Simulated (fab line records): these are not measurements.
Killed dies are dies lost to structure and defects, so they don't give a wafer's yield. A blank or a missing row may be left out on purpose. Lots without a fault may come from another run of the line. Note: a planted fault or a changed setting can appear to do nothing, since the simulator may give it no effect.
Lot-split experiment | flow rit_cmos | route with 202 steps; 5 lots, 23 wafers read

== SPLIT DETAILS ==
At RIT_FOX2_OXIDATION_00 (target thk 350.7 nm, ox time 1130 s), the setting temp_c was moved away from the recipe's 1100 C on 10 of the 23 wafers read, by -2.3% to +2.7%. For the rest of the wafers, this setting stayed at what the recipe calls for.

== FROM THE SPLIT TO THE READING: what the file shows between them, 13 steps ==
- RIT_FOX2_THK_MEAS_01
- RIT_FOX2_CLEAN_02: cleans in dHF, time 180 s
- RIT_FOX2_WET_ETCH_03: etches Si3N4 in H3PO4, target depth 195 nm, time 2700 s
- RIT_FOX2_THK_MEAS_90
- RIT_NWELL_IMPLANT_08 (also split here: energy_kev)
- RIT_PWELL_IMPLANT_08 (also split here: dose_cm2)
- RIT_PWELL_STRIP_09: strips in O2, time 180 s
- RIT_WELLDRIVE_ANNEAL_00: time 14700 s
- RIT_WELLDRIVE_RS_MEAS_02: measures by four-point-probe
- RIT_NRETRO_IMPLANT_08 (also split here: energy_kev)
- RIT_NRETRO_STRIP_09: strips in O2, time 180 s
- RIT_GATE_CLEAN_03: cleans in SC2, time 600 s
- RIT_GATE_CLEAN_04: cleans in dHF, time 60 s

== THE READING ==
At RIT_FOX2_THK_MEAS_91: FIELD_OXIDE_LEFT_2_THK, given in nm. A value of 259 nm with a standard deviation of 6.5 nm is what fault-free wafers of this fab line usually give.

wafer  | tool, chamber at the split | temp_c as run, C | against the recipe | FIELD_OXIDE_LEFT_2_THK, nm | against lot-mates on the recipe
L077.1 | -, -                       | 1100             | recipe             | 267                        | -
L077.2 | -, -                       | 1100             | recipe             | 275                        | -
L077.3 | -, -                       | 1100             | recipe             | 270                        | -
L077.4 | -, -                       | 1100             | recipe             | 268                        | -
L077.5 | -, -                       | 1100             | recipe             | 268                        | -
L079.1 | -, -                       | 1075             | -2.3%              | 223                        | no lot-mate on the recipe
L079.2 | -, -                       | 1075             | -2.3%              | 222                        | no lot-mate on the recipe
L079.3 | -, -                       | 1075             | -2.3%              | 219                        | no lot-mate on the recipe
L079.4 | -, -                       | 1075             | -2.3%              | 219                        | no lot-mate on the recipe
L079.5 | -, -                       | 1075             | -2.3%              | 223                        | no lot-mate on the recipe
L081.1 | furnace-01, 0              | 1100             | recipe             | 248                        | -
L081.3 | furnace-01, 0              | 1100             | recipe             | 250                        | -
L081.4 | furnace-01, 0              | 1100             | recipe             | 244                        | -
L084.1 | -, -                       | 1130             | +2.7%              | 297                        | no lot-mate on the recipe
L084.2 | -, -                       | 1130             | +2.7%              | 301                        | no lot-mate on the recipe
L084.4 | -, -                       | 1130             | +2.7%              | 300                        | no lot-mate on the recipe
L084.5 | -, -                       | 1130             | +2.7%              | 301                        | no lot-mate on the recipe
L084.6 | -, -                       | 1130             | +2.7%              | 300                        | no lot-mate on the recipe
L085.2 | -, -                       | 1100             | recipe             | 257                        | -
L085.3 | -, -                       | 1100             | recipe             | 256                        | -
L085.4 | -, -                       | 1100             | recipe             | 262                        | -
L085.5 | -, -                       | 1100             | recipe             | 253                        | -
L085.6 | -, -                       | 1100             | recipe             | 263                        | -

THE FIT
A straight line over all 23 wafers: FIELD_OXIDE_LEFT_2_THK changes by +15.7 nm for each +1% of temp_c; r = +0.96; the points scatter about the line by 7.5 nm.
Too few moved wafers with a lot-mate on the recipe to fit a line net of each lot's own level.

== THE WHOLE CHAIN: every reading that the file lists as answering this split, in the file's order ==
step                  | what it does                        | reading                                                                           | change (the file's fit)              | r (the file's)
RIT_FOX2_OXIDATION_00 | target thk 350.7 nm, ox time 1130 s | SiO2_of_FOX2_OXIDATION_00.thk_nm (the simulator's own value, which no gauge read) | +15.6 nm for each +1% of the setting | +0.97
RIT_FOX2_THK_MEAS_01  |                                     | FOX2_OXIDE_THK                                                                    | +15.6 for each +1% of the setting    | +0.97
RIT_FOX2_THK_MEAS_90  |                                     | FIELD_OXIDE_LEFT_1_THK                                                            | +15.6 for each +1% of the setting    | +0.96
RIT_FOX2_THK_MEAS_91  |                                     | FIELD_OXIDE_LEFT_2_THK                                                            | +15.7 for each +1% of the setting    | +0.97

== FILE'S OWN FIT ==
FIELD_OXIDE_LEFT_2_THK changes by +15.7 nm for each +1% of temp_c, r = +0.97.
